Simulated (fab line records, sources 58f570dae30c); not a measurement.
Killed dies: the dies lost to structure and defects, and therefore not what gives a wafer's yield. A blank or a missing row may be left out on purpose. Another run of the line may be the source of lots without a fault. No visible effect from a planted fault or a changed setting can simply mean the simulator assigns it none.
Which tool did it? || flow berkeley-cmos170 || at 1 step of a route of 331, 12 lots with 36 wafers sampled

## WHAT THE GAUGES SHOWED, per wafer
UCB170_NWELL_THK_MEAS_02.
{"lot": "L075", "measured": "day 2 08:13", "on": "film-metro-02", "NWELL_OXIDE_THK (nm)": "27.2 27.4 27.5"}
{"lot": "L077", "measured": "day 2 14:38", "on": "film-metro-02", "NWELL_OXIDE_THK (nm)": "27.1 26.9 26.9"}
{"lot": "L079", "measured": "day 2 22:11", "on": "film-metro-01", "NWELL_OXIDE_THK (nm)": "26.6 26.3 26.5"}
{"lot": "L081", "measured": "day 3 17:07", "on": "film-metro-04", "NWELL_OXIDE_THK (nm)": "27.0 27.1 27.2"}
{"lot": "L083", "measured": "day 4 01:16", "on": "film-metro-04", "NWELL_OXIDE_THK (nm)": "26.5 26.9 27.0"}
{"lot": "L085", "measured": "day 4 08:37", "on": "film-metro-04", "NWELL_OXIDE_THK (nm)": "26.2 26.3 26.1"}
{"lot": "L087", "measured": "day 4 18:35", "on": "film-metro-01", "NWELL_OXIDE_THK (nm)": "26.1 26.2 25.4"}
{"lot": "L089", "measured": "day 5 01:07", "on": "film-metro-04", "NWELL_OXIDE_THK (nm)": "25.7 25.5 25.1"}
{"lot": "L091", "measured": "day 5 11:28", "on": "film-metro-04", "NWELL_OXIDE_THK (nm)": "25.7 25.7 26.1"}
{"lot": "L093", "measured": "day 5 19:45", "on": "film-metro-04", "NWELL_OXIDE_THK (nm)": "25.8 26.1 26.5"}
{"lot": "L095", "measured": "day 6 10:12", "on": "film-metro-04", "NWELL_OXIDE_THK (nm)": "26.1 25.9 25.9"}
{"lot": "L097", "measured": "day 6 22:44", "on": "film-metro-01", "NWELL_OXIDE_THK (nm)": "26.0 26.6 26.1"}

## TOOL THAT RAN EACH LOT (tool first, then ch and the chambers of the sampled wafers, then the start)
The record holds no process step before these readings.

## THE ANSWER, worked out from the rows above alone
Rule: the lots themselves supply what counts as usual. The widest of any qualifying gaps counts: lots, ordered by their means at a reading, are off when they make up no more than a third of the lots, leave a main group of 4 or more, and stand apart from it by 3 or more times the standard deviation of that group's means. A main group is skipped when, at the precision printed for the reading in the tables above, its means are all equal. Also off: a lot with no number at a reading for which 4 or more lots have one. Any other lot the step has rows for is counted as sound.
No lot is off at any reading shown: from this, nothing can be told.

## WHAT THE SIMULATOR HAD PUT IN
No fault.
